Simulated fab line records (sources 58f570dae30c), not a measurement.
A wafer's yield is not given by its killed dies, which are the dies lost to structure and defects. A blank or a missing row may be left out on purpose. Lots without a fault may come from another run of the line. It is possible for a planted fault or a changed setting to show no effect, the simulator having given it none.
Which of the tools did it? | flow berkeleyCmos170 | 14 lots with 42 wafers sampled at 3 steps, on a route of 331 steps

== WHAT THE GAUGES SHOWED, per wafer ==
UCB170_M1_OVL_MEAS_10. Usual: M1_OVL typically reads 2 nm, with standard deviation 4.4.
lot  | measured     | on         | M1_OVL (nm) | flag
L473 | day 7 02:26  | overlay-01 | 2 7 -2      | 
L474 | day 7 05:16  | overlay-01 | 2 8 5       | 
L476 | day 8 01:03  | overlay-01 | 12 5 12     | 
L477 | day 8 01:10  | overlay-02 | 4 2 9       | 
L481 | day 9 14:13  | overlay-02 | 1 4 4       | 
L482 | day 9 14:22  | overlay-02 | -5 5 -3     | 
L483 | day 9 14:46  | overlay-02 | 8 5 2       | 
L484 | day 9 20:16  | overlay-02 | -2 -4 0     | 
L488 | day 10 02:27 | overlay-02 | 4 1 6       | 
L490 | day 10 11:55 | overlay-01 | 6 6 -1      | 
L491 | day 11 08:47 | overlay-01 | 0 -3 -5     | 
L492 | day 11 10:04 | overlay-02 | 1 -2 -6     | 
L493 | day 11 12:17 | overlay-02 | -2 0 -2     | 
L495 | day 11 20:55 | overlay-01 | 1 8 3       | 

UCB170_M2_THK_MEAS_03: measures by xrf. Usual: M2_AL_THK typically reads 904 nm, with standard deviation 11.
lot  | measured     | on           | M2_AL_THK (nm) | flag
L473 | day 7 08:56  | filmMetro-04 | 906 886 904    | 
L474 | day 7 11:57  | filmMetro-04 | 895 895 900    | 
L476 | day 8 11:35  | filmMetro-04 | 912 915 910    | 
L477 | day 8 11:37  | filmMetro-02 | 918 912 915    | 
L481 | day 10 00:06 | filmMetro-01 | 901 898 901    | 
L482 | day 10 00:17 | filmMetro-04 | 894 902 893    | 
L483 | day 10 00:21 | filmMetro-01 | 892 899 880    | 
L484 | day 10 04:05 | filmMetro-02 | 895 910 899    | 
L488 | day 10 10:35 | filmMetro-02 | 898 907 900    | 
L490 | day 10 20:52 | filmMetro-04 | 913 901 912    | 
L491 | day 11 18:26 | filmMetro-01 | 885 895 913    | 
L492 | day 11 18:35 | filmMetro-04 | 899 905 908    | 
L493 | day 11 20:25 | filmMetro-04 | 915 911 899    | 
L495 | day 12 02:41 | filmMetro-02 | 916 904 925    | 

== WHAT TOOL EACH LOT RAN ON (gives the tool, then ch and the chambers of the sampled wafers, and finally the start) ==
lot  | UCB170_M2_SPUTTER_01
L473 | pvdSputter-04, day 7 08:43
L474 | pvdSputter-02, day 7 11:45
L476 | pvdSputter-01, day 8 11:23
L477 | pvdSputter-04, day 8 11:25
L481 | pvdSputter-01, day 9 23:53
L482 | pvdSputter-02, day 10 00:05
L483 | pvdSputter-01, day 10 00:08
L484 | pvdSputter-04, day 10 03:52
L488 | pvdSputter-01, day 10 10:23
L490 | pvdSputter-04, day 10 20:39
L491 | pvdSputter-01, day 11 18:14
L492 | pvdSputter-02, day 11 18:22
L493 | pvdSputter-04, day 11 20:13
L495 | pvdSputter-01, day 12 02:28
- UCB170_M2_SPUTTER_01: material Al, target thk 900 nm, time 120 s.

== WHAT THE TOOLS THEMSELVES READ (means of the sampled wafers that have a number; where no wafer has one, the mark that the record gives instead) ==
UCB170_M2_SPUTTER_01. Usual: throttleValvePct 30.0 %, standard deviation 1.3.
lot  | tool          | throttleValvePct (%) | flag
L473 | pvdSputter-04 | 30.6                 | 
L474 | pvdSputter-02 | 29.5                 | 
L476 | pvdSputter-01 | 30.0                 | 
L477 | pvdSputter-04 | 29.6                 | 
L481 | pvdSputter-01 | 29.4                 | 
L482 | pvdSputter-02 | 30.6                 | 
L483 | pvdSputter-01 | 29.8                 | 
L484 | pvdSputter-04 | 29.7                 | 
L488 | pvdSputter-01 | 29.4                 | 
L490 | pvdSputter-04 | 29.8                 | 
L491 | pvdSputter-01 | 29.9                 | 
L492 | pvdSputter-02 | 30.4                 | 
L493 | pvdSputter-04 | 29.6                 | 
L495 | pvdSputter-01 | 30.1                 | 

== THE ANSWER, worked out from the rows above alone ==
Rule: take the mean of a lot's wafers that have a number; if it is more than 3 standard deviations from the usual mean, the lot is off. A lot without any number at a reading at which 4 lots or more have one is off too. The other lots that the step has rows for count as sound. After the gauges, taken in route order, come the tools' own readings; for these a lot's mean is taken, as printed above. The first step at which some lot is off is used, and at that step the reading that is off furthest; a lot without a number counts as furthest.
No lot is off at any reading shown: from this, nothing can be told.

== WHAT THE SIMULATOR HAD INSERTED ==
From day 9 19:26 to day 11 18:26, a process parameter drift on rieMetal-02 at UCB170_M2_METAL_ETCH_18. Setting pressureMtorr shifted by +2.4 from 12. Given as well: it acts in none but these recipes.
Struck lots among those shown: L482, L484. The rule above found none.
